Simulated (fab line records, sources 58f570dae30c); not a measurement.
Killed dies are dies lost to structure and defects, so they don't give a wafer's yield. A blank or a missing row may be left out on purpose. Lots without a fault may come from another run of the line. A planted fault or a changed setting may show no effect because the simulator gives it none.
A struck lot beside a sound one | flow berkeley_cmos170 | 29 steps out of a route of 331
Sound: wafers L846.3, L846.4, L846.5. Struck: wafers L864.1, L864.3, L864.6. The cause comes at the end.
At each step with rows: each side's tool, then ch and its chambers, then its first start. Under that, the readings that differ: sound wafers | struck wafers | difference of the means | sigmas: that difference in standard deviations of wafers without a fault.
alike: readings whose means differ by less than 2 such deviations, and words and numbers that are the same on both sides. not compared: withheld readings, readings that some wafer has no value for, bounds like >300 that may hide the same value, and numbers for which the record gives no deviation and whose values overlap.
The two part at a step that has a row with sigmas, a row that says differs or no value, or rows on one side only. Numbers that don't overlap but have no deviation are shown without sigmas and don't part them. A reading that every wafer of one side lacks parts them only if that side has two wafers or more.

first, 6 steps without rows for these wafers: UCB170_PVT_HMDS_00 (prime time 60 s); UCB170_PVT_COAT_01 (resist thk 900 nm); UCB170_PVT_SOFTBAKE_02 (time 60 s); UCB170_PVT_EXPOSE_03 (exposes mask NWELL, target cd 3000 nm); UCB170_PVT_PEB_04; UCB170_PVT_DEVELOP_05 (develop time 45 s).
UCB170_PVT_OVL_MEAS_06:
  sound on overlay-02, day 5 18:00; struck on overlay-01, day 10 10:28
  alike: PVT_OVL
then, 1 step without rows for these wafers: UCB170_PVT_IMPLANT_07.
UCB170_PVT_STRIP_08: strips in O2.
  sound on plasma_asher-03 ch 0,1, day 5 18:13; struck on plasma_asher-04 ch 0,1, day 10 10:39
  reading               | sound             | struck            | difference | sigmas
  oes_product_au (a.u.) | 0.731 0.737 0.727 | 0.739 0.736 0.747 | +0.009     | +2
  alike: drypump_motor_current_A, strip_time_to_endpoint_s
  not compared: rf_hours_counter_h
UCB170_PVT_TW_MEAS_09:
  sound on film_metro-04, day 5 18:18; struck on film_metro-03, day 10 10:45
  alike: PVT_TW
then, 1 step without rows for these wafers: UCB170_GATE_WET_ETCH_00 (etches SiO2 in dHF, time 200 s).
UCB170_FIELD_THK_MEAS_91:
  sound on film_metro-03, day 5 19:02; struck on film_metro-03, day 10 12:44
  alike: FIELD_OXIDE_LEFT_2_THK
UCB170_GATE_OXIDATION_01: target thk 6.6 nm, ox time 1800 s.
  sound on furnace-03 ch 0, day 5 20:09; struck on furnace-03 ch 0, day 10 17:49
  alike: tube_center_temp_C_max
UCB170_GATE_THK_MEAS_02:
  sound on film_metro-02, day 5 21:44; struck on film_metro-04, day 10 19:32
  reading             | sound          | struck            | difference | sigmas
  GATE_OXIDE_THK (nm) | 6.44 6.40 6.70 | 10.97 10.99 10.83 | +4.42      | +40
then, 2 steps without rows for these wafers: UCB170_GATE_ANNEAL_03 (time 1800 s); UCB170_GATE_CVD_04 (deposits poly-Si from SiH4, time 1440 s, target thk 214 nm).
UCB170_GATE_THK_MEAS_05:
  sound on film_metro-02, day 6 05:31; struck on film_metro-02, day 11 03:54
  alike: GATE_POLY_THK
then, 6 steps without rows for these wafers: UCB170_GATE_COAT_06; UCB170_GATE_COAT_07 (resist thk 900 nm); UCB170_GATE_SOFTBAKE_08 (time 60 s); UCB170_GATE_EXPOSE_09 (exposes mask POLY, target cd 350 nm); UCB170_GATE_PEB_10; UCB170_GATE_DEVELOP_11 (develop time 45 s).
UCB170_GATE_CD_MEAS_12: target cd 350 nm.
  sound on cd_sem-01, day 6 07:36; struck on cd_sem-01, day 11 04:58
  alike: cd_nm
UCB170_GATE_OVL_MEAS_13:
  sound on overlay-02, day 6 07:41; struck on overlay-01, day 11 05:05
  alike: GATE_OVL
UCB170_GATE_ETCH_14: etches BARC in N2/H2.
  sound on rie_diel-02 ch 0,2,3, day 6 07:43; struck on rie_diel-03 ch 0,2,3, day 11 05:07
  alike: drypump_motor_current_A, oes_product_au, throttle_valve_pct
UCB170_GATE_ETCH_15: etches poly-Si in HBr/Cl2, stops on SiO2, time 56.3 s, target depth 278.2 nm.
  sound on rie_si-02 ch 0,2,3, day 6 07:46; struck on rie_si-02 ch 0,2,3, day 11 05:10
  reading                                     | sound            | struck            | difference | sigmas
  model.SiO2_of_GATE_OXIDATION_01.thk_nm (nm) | 6.449 6.38 6.665 | 10.95 10.93 10.76 | +4.38      |
  alike: drypump_motor_current_A, oes_product_au, throttle_valve_pct
  not compared: rf_hours_counter_h
UCB170_GATE_STRIP_16: strips in O2.
  sound on plasma_asher-02 ch 0,1, day 6 07:50; struck on plasma_asher-04 ch 0,1, day 11 05:13
  alike: drypump_motor_current_A, oes_product_au
  not compared: rf_hours_counter_h
UCB170_M3_PROBE_99:
  the record has rows for the struck wafers here (prober-02, day 12 17:50) and none for the sound ones

WHERE THEY PART
First at UCB170_PVT_STRIP_08; last, within this record, at UCB170_M3_PROBE_99.

WHY: what the simulator had put in
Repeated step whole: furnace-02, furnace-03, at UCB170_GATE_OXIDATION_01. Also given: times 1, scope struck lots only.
